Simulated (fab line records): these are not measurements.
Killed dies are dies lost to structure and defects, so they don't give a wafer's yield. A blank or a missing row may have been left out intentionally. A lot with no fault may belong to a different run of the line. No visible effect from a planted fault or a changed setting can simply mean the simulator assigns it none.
What tool caused it? ; flow berkeley cmos170 ; 24 wafers from 8 lots sampled at 2 of the route's 331 steps

== WHAT THE GAUGES READ, wafer by wafer ==
UCB170_PLDD_OVL_MEAS_07.
lot;measured;on;PLDD_OVL (nm)
L169;day 7 16:48;overlay-02;3 4 6
L172;day 8 07:49;overlay-02;4 -2 3
L173;day 8 15:15;overlay-01;2 2 -6
L177;day 8 21:46;overlay-02;-5 -8 -10
L175;day 8 22:03;overlay-01;-1 2 0
L182;day 10 14:37;overlay-02;270 265 257
L184;day 11 02:22;overlay-01;263 262 261
L188;day 11 21:33;overlay-02;-11 -4 -5

== WHICH TOOL RAN EACH LOT (tool, then ch and the chambers of the sampled wafers, then the start) ==
lot;UCB170_PLDD_EXPOSE_03
L169;krf scanner-02 ch 0, day 7 16:08
L172;krf scanner-01 ch 0, day 8 07:17
L173;krf scanner-02 ch 0, day 8 14:44
L177;krf scanner-02 ch 0, day 8 21:11
L175;krf scanner-01 ch 0, day 8 21:26
L182;krf scanner-01 ch 0, day 10 14:07
L184;krf scanner-01 ch 0, day 11 01:32
L188;krf scanner-02 ch 0, day 11 20:50
- UCB170_PLDD_EXPOSE_03: exposes mask PSELECT, target cd 1200 nm.

== THE ANSWER, worked out from the rows above alone ==
Rule: what is usual is taken from the lots themselves. Put in order of their means at a reading, lots are off if they are a third of the lots or fewer, leave a main group of 4 or more, and stand apart from it by a gap of 3 or more times the standard deviation of the main group's means; of several such gaps the widest counts. Not used: any main group whose means are identical at the precision the tables above print for the reading. A lot without any number at a reading at which 4 lots or more have one is off too. Where the step has rows for the other lots, those lots are counted as sound.
Off: L182, L184, seen at UCB170_PLDD_OVL_MEAS_07 (PLDD_OVL). The main group has a mean of -1 nm with a standard deviation of 4.3.
A tool fits if, at a process step before that reading, it ran every lot that is off, and no sound lot after the first of them. Those tools and the gauges at UCB170_PLDD_OVL_MEAS_07 are tried in the same way. One candidate fits, namely krf scanner-01 at UCB170_PLDD_EXPOSE_03. Its last sound lot is L175 (day 8 21:26), its first lot that is off L182 (day 10 14:07): a fault that began between those two fits.

== WHAT HAD BEEN PUT IN BY THE SIMULATOR ==
Scanner matching overlay: krf scanner-01, from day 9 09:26 on, at UCB170_PLDD_EXPOSE_03. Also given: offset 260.
Shown lots that were struck: L182, L184. The rule above reached the same finding.
